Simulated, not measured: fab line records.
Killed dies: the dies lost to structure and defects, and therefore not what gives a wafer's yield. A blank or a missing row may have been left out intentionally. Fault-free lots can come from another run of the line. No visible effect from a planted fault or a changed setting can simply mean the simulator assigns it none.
fab line records || flow berkeley_cmos170
[record] {"lots": 15, "wafers": 45, "last_day": 12}
route steps=331 shown M3@322
lots with no fault: from the same line, run without faults
start_h: hours from the record's first day to the start of the lot's first wafer shown || wait_h: hours since the lot's step before || " repeats the value in the row above || L1.1+2: one row covering several wafers at once || - value missing, or start not given || * or withheld: withheld || < > ~ a bound
route shown NAME@n: names a module that has steps shown in the file, with the first one's number in the route || usual: the fault-free wafers' mean and standard deviation || same: alike in all rows || chamber/n: place in a boat || sites: readings site by site || _std_site: the values' standard deviation || _edge_site: the outer-site mean with the inner-site mean subtracted || radius_mm: how far each site lies from the wafer's centre || mask NAME#n: copy n || behind: tool/chamber where the wafer was last shaped || hold: reason for holding the lot/hours on hold/outcome of the hold || device: the transistor (n, p or np) that didn't switch || end of line: tests run on the same wafers once the route is complete || where a step has no rows: the recipe by itself || killed: at the first sort, the dies lost to defects and structure; wafer yield is something else || map: per-die view of a wafer (x killed, . not killed, _ where there is no die)
set.NAME: the setting the step ran with; set.NAME@STEP: the setting that earlier step ran with || model.NAME: the simulator's own value behind a step, which no gauge read
one table for each step of the route and one row for each wafer, over a sample of lots
[[steps]]
[step UCB170_M3_PEB_13]
[recipe] {"peb_temp_c": 130, "peb_time_s": "withheld", "resist": "KrF"}
[usual] {"chill_plate_temp_C": "23.00/0.12", "exhaust_pa": "45.3/0.84"}
{"lot.wafer": "L483.2", "tool": "litho_track-02", "chamber": 0, "start_h": 151.89, "wait_h": 0.1, "chill_plate_temp_C": 22.93, "exhaust_pa": 44.6}
{"lot.wafer": "L483.3", "tool": "litho_track-02", "chamber": 0, "start_h": 151.89, "wait_h": 0.1, "chill_plate_temp_C": 22.95, "exhaust_pa": 43.7}
{"lot.wafer": "L483.6", "tool": "litho_track-02", "chamber": 0, "start_h": 151.89, "wait_h": 0.1, "chill_plate_temp_C": 22.97, "exhaust_pa": 44.2}
{"lot.wafer": "L484.1", "tool": "litho_track-02", "chamber": 0, "start_h": 162.20, "wait_h": 0.1, "chill_plate_temp_C": 22.86, "exhaust_pa": 45.5}
{"lot.wafer": "L484.2", "tool": "litho_track-02", "chamber": 0, "start_h": 162.20, "wait_h": 0.1, "chill_plate_temp_C": 22.91, "exhaust_pa": 45.5}
{"lot.wafer": "L484.4", "tool": "litho_track-02", "chamber": 0, "start_h": 162.20, "wait_h": 0.1, "chill_plate_temp_C": 22.94, "exhaust_pa": 44.5}
{"lot.wafer": "L486.1", "tool": "litho_track-01", "chamber": "-", "start_h": 175.39, "wait_h": 0.1, "chill_plate_temp_C": "-", "exhaust_pa": "-"}
{"lot.wafer": "L486.2", "tool": "litho_track-01", "chamber": "-", "start_h": 175.39, "wait_h": 0.1, "chill_plate_temp_C": "-", "exhaust_pa": "-"}
{"lot.wafer": "L486.6", "tool": "litho_track-01", "chamber": "-", "start_h": 175.39, "wait_h": 0.1, "chill_plate_temp_C": "-", "exhaust_pa": "-"}
{"lot.wafer": "L487.3", "tool": "litho_track-03", "chamber": "-", "start_h": 175.99, "wait_h": 0.1, "chill_plate_temp_C": "-", "exhaust_pa": "-"}
{"lot.wafer": "L487.4", "tool": "litho_track-03", "chamber": "-", "start_h": 175.99, "wait_h": 0.1, "chill_plate_temp_C": "-", "exhaust_pa": "-"}
{"lot.wafer": "L487.6", "tool": "litho_track-03", "chamber": "-", "start_h": 175.99, "wait_h": 0.1, "chill_plate_temp_C": "-", "exhaust_pa": "-"}
{"lot.wafer": "L489.1", "tool": "litho_track-03", "chamber": "-", "start_h": 185.64, "wait_h": 0.3, "chill_plate_temp_C": "-", "exhaust_pa": "-"}
{"lot.wafer": "L489.3", "tool": "litho_track-03", "chamber": "-", "start_h": 185.64, "wait_h": 0.3, "chill_plate_temp_C": "-", "exhaust_pa": "-"}
{"lot.wafer": "L489.4", "tool": "litho_track-03", "chamber": "-", "start_h": 185.64, "wait_h": 0.3, "chill_plate_temp_C": "-", "exhaust_pa": "-"}
{"lot.wafer": "L490.3", "tool": "litho_track-02", "chamber": 0, "start_h": 186.11, "wait_h": 0.1, "chill_plate_temp_C": 23.06, "exhaust_pa": 45.1}
{"lot.wafer": "L490.4", "tool": "litho_track-02", "chamber": 0, "start_h": 186.11, "wait_h": 0.1, "chill_plate_temp_C": 22.97, "exhaust_pa": 45.0}
{"lot.wafer": "L490.5", "tool": "litho_track-02", "chamber": 0, "start_h": 186.11, "wait_h": 0.1, "chill_plate_temp_C": 22.97, "exhaust_pa": 45.5}
{"lot.wafer": "L496.1", "tool": "litho_track-03", "chamber": 0, "start_h": 227.51, "wait_h": 0.4, "chill_plate_temp_C": 23.03, "exhaust_pa": 45.4}
{"lot.wafer": "L496.4", "tool": "litho_track-03", "chamber": 0, "start_h": 227.51, "wait_h": 0.4, "chill_plate_temp_C": 23.02, "exhaust_pa": 46.4}
{"lot.wafer": "L496.5", "tool": "litho_track-03", "chamber": 0, "start_h": 227.51, "wait_h": 0.4, "chill_plate_temp_C": 23.12, "exhaust_pa": 45.8}
{"lot.wafer": "L499.2", "tool": "litho_track-01", "chamber": 0, "start_h": 236.25, "wait_h": 0.1, "chill_plate_temp_C": 23.15, "exhaust_pa": 44.4}
{"lot.wafer": "L499.3", "tool": "litho_track-01", "chamber": 0, "start_h": 236.25, "wait_h": 0.1, "chill_plate_temp_C": 23.23, "exhaust_pa": 44.9}
{"lot.wafer": "L499.5", "tool": "litho_track-01", "chamber": 0, "start_h": 236.25, "wait_h": 0.1, "chill_plate_temp_C": 23.12, "exhaust_pa": 45.9}
{"lot.wafer": "L498.1", "tool": "litho_track-03", "chamber": 0, "start_h": 250.42, "wait_h": 0.1, "chill_plate_temp_C": 23.25, "exhaust_pa": 45.4}
{"lot.wafer": "L498.2", "tool": "litho_track-03", "chamber": 0, "start_h": 250.42, "wait_h": 0.1, "chill_plate_temp_C": 22.84, "exhaust_pa": 45.8}
{"lot.wafer": "L498.3", "tool": "litho_track-03", "chamber": 0, "start_h": 250.42, "wait_h": 0.1, "chill_plate_temp_C": 22.99, "exhaust_pa": 45.8}
{"lot.wafer": "L501.4", "tool": "litho_track-01", "chamber": 0, "start_h": 262.70, "wait_h": 0.4, "chill_plate_temp_C": 23.03, "exhaust_pa": 46.1}
{"lot.wafer": "L501.5", "tool": "litho_track-01", "chamber": 0, "start_h": 262.70, "wait_h": 0.4, "chill_plate_temp_C": 23.05, "exhaust_pa": 45.3}
{"lot.wafer": "L501.6", "tool": "litho_track-01", "chamber": 0, "start_h": 262.70, "wait_h": 0.4, "chill_plate_temp_C": 23.03, "exhaust_pa": 46.6}
{"lot.wafer": "L500.1", "tool": "litho_track-03", "chamber": 0, "start_h": 263.49, "wait_h": 0.2, "chill_plate_temp_C": 23.09, "exhaust_pa": 45.7}
{"lot.wafer": "L500.5", "tool": "litho_track-03", "chamber": 0, "start_h": 263.49, "wait_h": 0.2, "chill_plate_temp_C": 23.00, "exhaust_pa": 46.2}
{"lot.wafer": "L500.6", "tool": "litho_track-03", "chamber": 0, "start_h": 263.49, "wait_h": 0.2, "chill_plate_temp_C": 23.03, "exhaust_pa": 46.2}
{"lot.wafer": "L502.2", "tool": "litho_track-03", "chamber": 0, "start_h": 266.14, "wait_h": 1.0, "chill_plate_temp_C": 23.01, "exhaust_pa": 44.8}
{"lot.wafer": "L502.4", "tool": "litho_track-03", "chamber": 0, "start_h": 266.14, "wait_h": 1.0, "chill_plate_temp_C": 22.97, "exhaust_pa": 44.6}
{"lot.wafer": "L502.6", "tool": "litho_track-03", "chamber": 0, "start_h": 266.14, "wait_h": 1.0, "chill_plate_temp_C": 23.21, "exhaust_pa": 44.8}
{"lot.wafer": "L504.1", "tool": "litho_track-03", "chamber": 0, "start_h": 266.39, "wait_h": 0.4, "chill_plate_temp_C": 22.86, "exhaust_pa": 44.9}
{"lot.wafer": "L504.4", "tool": "litho_track-03", "chamber": 0, "start_h": 266.39, "wait_h": 0.4, "chill_plate_temp_C": 23.10, "exhaust_pa": 45.0}
{"lot.wafer": "L504.6", "tool": "litho_track-03", "chamber": 0, "start_h": 266.39, "wait_h": 0.4, "chill_plate_temp_C": 23.07, "exhaust_pa": 44.8}
{"lot.wafer": "L503.2", "tool": "litho_track-01", "chamber": 0, "start_h": 266.40, "wait_h": 0.8, "chill_plate_temp_C": 23.10, "exhaust_pa": 45.3}
{"lot.wafer": "L503.4", "tool": "litho_track-01", "chamber": 0, "start_h": 266.40, "wait_h": 0.8, "chill_plate_temp_C": 23.23, "exhaust_pa": 45.8}
{"lot.wafer": "L503.6", "tool": "litho_track-01", "chamber": 0, "start_h": 266.40, "wait_h": 0.8, "chill_plate_temp_C": 23.08, "exhaust_pa": 45.9}
{"lot.wafer": "L505.1", "tool": "litho_track-02", "chamber": 0, "start_h": 282.14, "wait_h": 0.1, "chill_plate_temp_C": 23.08, "exhaust_pa": 45.1}
{"lot.wafer": "L505.4", "tool": "litho_track-02", "chamber": 0, "start_h": 282.14, "wait_h": 0.1, "chill_plate_temp_C": 23.09, "exhaust_pa": 43.9}
{"lot.wafer": "L505.5", "tool": "litho_track-02", "chamber": 0, "start_h": 282.14, "wait_h": 0.1, "chill_plate_temp_C": 22.88, "exhaust_pa": 43.7}
[[key]]
[first_sign] {"step": "UCB170_M3_PEB_13", "reading": "tool_record", "direction": "missing"}
effect none on later readings
met_at UCB170_M3_PEB_13
struck_lots L486,L487,L489
later_rows_left_out L486.1,L486.2,L486.6,L487.3,L487.4,L487.6,L489.1,L489.3,L489.4
sort_left_out L486.1,L486.2,L486.6,L487.3,L487.4,L487.6,L489.1,L489.3,L489.4
[fault] {"kind": "skipped_step_whole", "tool": "litho_track-01,litho_track-03", "chamber": "-", "onset_h": 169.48, "steps": "UCB170_M3_PEB_13", "scope": "struck_lots_only"}
// sort_left_out: the simulated sort isn't trusted on such a fault, so these wafers' sort isn't shown, and their yield isn't known
// later_rows_left_out: the simulator's readings of these wafers behind a module that went badly wrong aren't trusted and aren't shown, but for the sort
